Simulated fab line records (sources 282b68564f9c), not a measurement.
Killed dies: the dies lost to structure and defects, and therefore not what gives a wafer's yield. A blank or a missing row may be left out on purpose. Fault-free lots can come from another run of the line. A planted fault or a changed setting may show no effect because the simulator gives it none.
Struck lot and sound lot, side by side	flow ritCmos	43 steps out of a route of 202
Sound: the wafers L909.4, L909.5, L909.6. Wafers L918.4, L918.5, L918.6 were the ones struck. The cause is given at the end.
Order at every step that has rows: each side's tool, ch and its chambers, its first start. Under that, the readings that differ: sound wafers	struck wafers	difference of the means	sigmas: that difference in standard deviations of wafers without a fault.
alike: same words and numbers on both sides, and readings whose means sit less than 2 such deviations apart. not compared: any withheld reading, any reading some wafer has no value for, any bound like >300 that may hide the same value, and any number with overlapping values for which the record gives no deviation.
A row with sigmas, a row that says differs or no value, or rows on one side alone: a step with any of these is where the two part. When numbers do not overlap yet have no deviation, they are printed without sigmas and do not part them. A reading that every wafer of one side lacks parts them only if that side has two wafers or more.

first, 5 steps without rows for these wafers: RIT_PLDD_COAT_01 (resist thk 1000 nm); RIT_PLDD_SOFTBAKE_02 (time 60 s); RIT_PLDD_EXPOSE_03 (exposes mask M8, target cd 40900 nm); RIT_PLDD_PEB_04; RIT_PLDD_DEVELOP_05 (develop time 50 s).
RIT_PLDD_OVL_MEAS_06:
  struck on overlay-01, day 5 17:09; sound on overlay-02, day 4 00:08
  alike: PLDD_OVL
then, 2 steps without rows for these wafers: RIT_PLDD_HARDBAKE_07 (time 60 s); RIT_PLDD_IMPLANT_08.
RIT_PLDD_STRIP_09: strips in O2, time 180 s.
  sound on plasmaAsher-01 ch 0,1, day 4 00:30; struck on plasmaAsher-02 ch 0,1, day 5 17:32
reading	sound	struck	difference	sigmas
drypumpMotorCurrentA (A)	6.06 5.56 6.06	5.12 5.69 5.11	-0.59	-2
  not compared: rfHoursCounterH
RIT_PLDD_TW_MEAS_10:
  struck on filmMetro-02, day 5 17:41; sound on filmMetro-03, day 4 00:39
  alike: PLDD_TW
then, 2 steps without rows for these wafers: RIT_SPACER_CLEAN_00 (cleans in SC1, time 600 s); RIT_SPACER_CLEAN_01 (cleans in dHF, time 30 s).
RIT_SPACER_CLEAN_02: cleans in SC2, time 600 s.
  sound on wetBench-04 ch 1, day 4 00:52; struck on wetBench-02 ch 2, day 5 17:55
then, 1 step without rows for these wafers: RIT_SPACER_CVD_03 (deposits Si3N4 from SiH2Cl2/NH3, target thk 250 nm, time 3300 s).
RIT_SPACER_THK_MEAS_04:
  struck on filmMetro-01, day 5 20:59; sound on filmMetro-02, day 4 02:59
  alike: SPACER_NITRIDE_THK
RIT_SPACER_ETCHBACK_05: etches Si3N4 in SF6/CHF3, stops on SiO2, target depth 250 nm, time 240 s.
  sound on rieDiel-02 ch 0,1,2, day 4 03:01; struck on rieDiel-03 ch 0,1,2, day 5 21:01
  alike: drypumpMotorCurrentA, oesProductAu, throttleValvePct
  not compared: rfHoursCounterH
then, 6 steps without rows for these wafers: RIT_NSD_HMDS_00 (prime time 60 s); RIT_NSD_COAT_01 (resist thk 1000 nm); RIT_NSD_SOFTBAKE_02 (time 60 s); RIT_NSD_EXPOSE_03 (exposes mask M9, target cd 40700 nm); RIT_NSD_PEB_04; RIT_NSD_DEVELOP_05 (develop time 50 s).
RIT_NSD_OVL_MEAS_06:
  struck on overlay-01, day 5 22:02; sound on overlay-02, day 4 04:02
  alike: NSD_OVL
then, 2 steps without rows for these wafers: RIT_NSD_HARDBAKE_07 (time 60 s); RIT_NSD_IMPLANT_08.
RIT_NSD_STRIP_09: strips in O2, time 180 s.
  sound on plasmaAsher-03 ch 0,1, day 4 04:25; struck on plasmaAsher-01 ch 0,1, day 5 22:25
  alike: drypumpMotorCurrentA
  not compared: rfHoursCounterH
RIT_NSD_TW_MEAS_10:
  struck on filmMetro-02, day 5 22:34; sound on filmMetro-03, day 4 04:34
  alike: NSD_TW
then, 6 steps without rows for these wafers: RIT_PSD_HMDS_00 (prime time 60 s); RIT_PSD_COAT_01 (resist thk 992 nm); RIT_PSD_SOFTBAKE_02 (time 60 s); RIT_PSD_EXPOSE_03 (exposes mask M10, target cd 40900 nm); RIT_PSD_PEB_04; RIT_PSD_DEVELOP_05 (develop time 50 s).
RIT_PSD_OVL_MEAS_06:
  struck on overlay-01, day 5 23:46; sound on overlay-01, day 4 05:40
reading	sound	struck	difference	sigmas
PSD_OVL (nm)	-3.3 -4.1 -3.6	-0.1 -0.2 0.5	+3.7	+3
then, 2 steps without rows for these wafers: RIT_PSD_HARDBAKE_07 (time 60 s); RIT_PSD_IMPLANT_08.
RIT_PSD_STRIP_09: strips in O2, time 180 s.
  sound on plasmaAsher-04 ch 0,1, day 4 06:13; struck on plasmaAsher-04 ch 0,1, day 6 00:08
  alike: drypumpMotorCurrentA
  not compared: rfHoursCounterH
RIT_PSD_TW_MEAS_10:
  struck on filmMetro-04, day 6 00:17; sound on filmMetro-02, day 4 06:21
  alike: PSD_TW
then, 3 steps without rows for these wafers: RIT_SDANNEAL_CLEAN_00 (cleans in SC1, time 600 s); RIT_SDANNEAL_CLEAN_01 (cleans in dHF, time 30 s); RIT_SDANNEAL_CLEAN_02 (cleans in SC2, time 600 s).
RIT_SDANNEAL_RTA_03: time 5 s.
  sound on rtpAnneal-02 ch 0, day 4 06:47; struck on rtpAnneal-01 ch 0, day 6 00:43
  alike: wafer_temp_C_max
RIT_M1_PROBE_99:
  struck on prober-01, day 7 14:53; sound on prober-02, day 4 14:19
reading	sound	struck	difference	sigmas
hold	- - -	awaitDispo/3.7h/release awaitDispo/3.7h/release awaitDispo/3.7h/release	no value on the sound wafers	
killedAtFrontEnd	7 10 6	19 19 21	+12	+4
killedDies	7 10 6	19 19 21	+12	+4
killedOnRim	3 3 1	10 8 8	+6	+5
  alike: killedAtContacts, killedOpen, killedShort

WHERE THEY PART
At RIT_PLDD_STRIP_09 first; at RIT_M1_PROBE_99 last (within this record only).

WHY: the cause the simulator had injected
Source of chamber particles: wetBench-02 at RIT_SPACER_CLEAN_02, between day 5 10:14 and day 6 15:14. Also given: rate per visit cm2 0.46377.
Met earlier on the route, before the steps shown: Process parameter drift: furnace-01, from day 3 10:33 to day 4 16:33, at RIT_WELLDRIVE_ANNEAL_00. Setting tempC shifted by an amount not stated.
